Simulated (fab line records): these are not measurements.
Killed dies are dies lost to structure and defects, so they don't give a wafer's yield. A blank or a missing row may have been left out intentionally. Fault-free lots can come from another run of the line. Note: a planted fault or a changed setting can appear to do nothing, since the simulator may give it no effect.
Shared-tool check + flow berkeley_cmos170 + Sample size 15 lots and 45 wafers

== REASON FOR OPENING ==
UCB170_NLDD_OVL_MEAS_07, reading NLDD_OVL: flagged on 3 of 15 lots. Wafers without a fault read 1 nm, standard deviation 5.5.
Rule: a lot is flagged in two cases, either no wafer of it has a number, or all its wafers with numbers fall more than 4 standard deviations from that mean. The other lots count as sound.

| lot  | measured     | on         | NLDD_OVL (nm), wafer by wafer | flag    |
|------|--------------|------------|-------------------------------|---------|
| L604 | day 6 19:20  | overlay-01 | -7 -7 -3                      |         |
| L605 | day 7 01:14  | overlay-01 | -2 1 2                        |         |
| L609 | day 7 13:49  | overlay-02 | 2 -2 7                        |         |
| L608 | day 7 13:55  | overlay-02 | -4 -3 1                       |         |
| L606 | day 7 14:25  | overlay-01 | 5 3 5                         |         |
| L610 | day 7 20:55  | overlay-01 | 8 5 8                         |         |
| L611 | day 7 21:10  | overlay-02 | -6 -12 -9                     |         |
| L614 | day 8 10:24  | overlay-02 | -3 0 -7                       |         |
| L613 | day 8 11:01  | overlay-02 | 6 4 0                         |         |
| L616 | day 9 02:47  | overlay-01 | 0 4 -4                        |         |
| L617 | day 9 03:03  | overlay-02 | -4 3 4                        |         |
| L621 | day 10 02:35 | overlay-01 | 180 181 180                   | FLAGGED |
| L623 | day 10 15:53 | overlay-02 | 191 181 171                   | FLAGGED |
| L622 | day 10 16:09 | overlay-02 | 178 179 179                   | FLAGGED |
| L625 | day 10 16:10 | overlay-01 | -4 -6 2                       |         |
On average the flagged lots' numbers are 180 nm, which is +179 nm against the usual, or +33 standard deviations.

== WHICH TOOL RAN EACH LOT ==
The record holds 1 process step before the reading, out of a route of 331 steps. Every cell lists first the tool, next ch and the chambers used by the sampled wafers, and last the start.
| lot  | flag    | UCB170_NLDD_EXPOSE_03             |
|------|---------|-----------------------------------|
| L604 |         | krf_scanner-02 ch 0, day 6 18:50  |
| L605 |         | krf_scanner-02 ch 0, day 7 00:16  |
| L609 |         | krf_scanner-02 ch 0, day 7 12:22  |
| L608 |         | krf_scanner-02 ch 0, day 7 12:31  |
| L606 |         | krf_scanner-02 ch 0, day 7 13:29  |
| L610 |         | krf_scanner-01 ch 0, day 7 20:25  |
| L611 |         | krf_scanner-02 ch 0, day 7 20:40  |
| L614 |         | krf_scanner-02 ch 0, day 8 09:17  |
| L613 |         | krf_scanner-02 ch 0, day 8 09:32  |
| L616 |         | krf_scanner-01 ch 0, day 9 02:03  |
| L617 |         | krf_scanner-01 ch 0, day 9 02:17  |
| L621 | FLAGGED | krf_scanner-02 ch 0, day 10 02:07 |
| L623 | FLAGGED | krf_scanner-02 ch 0, day 10 14:37 |
| L622 | FLAGGED | krf_scanner-02 ch 0, day 10 15:06 |
| L625 |         | krf_scanner-01 ch 0, day 10 15:24 |
What the steps here do:
- UCB170_NLDD_EXPOSE_03: exposes mask NSELECT, target cd 1200 nm.
- UCB170_NLDD_OVL_MEAS_07

== FLAGGED OVER TOTAL, TOOL BY TOOL (the gauges that took the reading come last) ==
| step                    | tool           | lots run | flagged | share of the flagged lots | sound lots run after its first flagged lot |
|-------------------------|----------------|----------|---------|---------------------------|--------------------------------------------|
| UCB170_NLDD_EXPOSE_03   | krf_scanner-01 | 4        | 0       | none                      | -                                          |
| UCB170_NLDD_EXPOSE_03   | krf_scanner-02 | 11       | 3       | all                       | 0                                          |
| UCB170_NLDD_OVL_MEAS_07 | overlay-01     | 7        | 1       | some                      | 1 (L625)                                   |
| UCB170_NLDD_OVL_MEAS_07 | overlay-02     | 8        | 2       | some                      | 0                                          |

== WHAT IS ALLOWED BY THE TABLE ==
All flagged lots share 1 row of the table, namely krf_scanner-02 at UCB170_NLDD_EXPOSE_03.
- krf_scanner-02 at UCB170_NLDD_EXPOSE_03 ran 11 lots, 3 of them flagged. It ran its last sound lot, L613, at day 8 09:32 and its first flagged lot, L621, at day 10 02:07: a fault with its onset between the two fits.
What remains is a single tool, krf_scanner-02 at UCB170_NLDD_EXPOSE_03.

== WHAT THE SIMULATOR HAD INSERTED ==
Scanner matching overlay: krf_scanner-02, from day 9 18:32 on, at UCB170_NLDD_EXPOSE_03. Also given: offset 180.
Shown lots that were struck: L621, L623, L622. The rule given above showed the same thing.
